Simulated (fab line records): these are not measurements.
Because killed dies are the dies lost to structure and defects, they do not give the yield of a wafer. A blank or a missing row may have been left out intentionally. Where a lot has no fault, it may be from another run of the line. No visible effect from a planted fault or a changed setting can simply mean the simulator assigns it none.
Chamber matching || flow berkeleyCmos170 || UCB170_V2_CMP_02 on cmp-01 has 4 sister chambers
The step polishes SiO2. 4 wafers are shown with their chamber, then 7 later ones without.

WAFERS PAIRED WITH THEIR CHAMBERS
{"wafer": "L552.3", "chamber": 3, "motorCurrentA (A)": 18.6}
{"wafer": "L549.1", "chamber": 2, "motorCurrentA (A)": 17.4}
{"wafer": "L554.1", "chamber": 1, "motorCurrentA (A)": 15.0}
{"wafer": "L554.2", "chamber": 0, "motorCurrentA (A)": 15.5}

WAFERS MISSING THEIR CHAMBER
{"wafer": "L554.5", "motorCurrentA (A)": 18.3}
{"wafer": "L571.1", "motorCurrentA (A)": 18.7}
{"wafer": "L571.2", "motorCurrentA (A)": 16.5}
{"wafer": "L571.6", "motorCurrentA (A)": 15.6}
{"wafer": "L572.2", "motorCurrentA (A)": 19.0}
{"wafer": "L572.3", "motorCurrentA (A)": 16.9}
{"wafer": "L572.6", "motorCurrentA (A)": 18.5}

THE CHAMBER EACH PASSED THROUGH
{"wafer": "L554.5", "from the rows above": "can't be placed: 3 or 2", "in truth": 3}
{"wafer": "L571.1", "from the rows above": 3, "in truth": 3}
{"wafer": "L571.2", "from the rows above": "can't be placed: 2 or 0 or 1", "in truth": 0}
{"wafer": "L571.6", "from the rows above": "can't be placed: 0 or 1", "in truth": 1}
{"wafer": "L572.2", "from the rows above": 3, "in truth": 3}
{"wafer": "L572.3", "from the rows above": 2, "in truth": 2}
{"wafer": "L572.6", "from the rows above": 3, "in truth": 3}
Placed correctly: 4 of 7. Can't be placed from these rows: 3 (the true chamber is among the candidates in 3). Number placed wrongly: 0.
How it was worked out, from the rows above alone: a wafer's distance from a chamber is the root of the sum, over the readings, of the square of ((its reading less the chamber's mean) divided by the reading's scatter). The wafer belongs to the nearest chamber; if the next one is less than 2 further off, it can't be placed. The mean given for a chamber averages the wafers shown for that chamber. The scatter: with one shown wafer a chamber, the root of the mean of the squares of how far each hidden wafer lies from its nearest shown one.
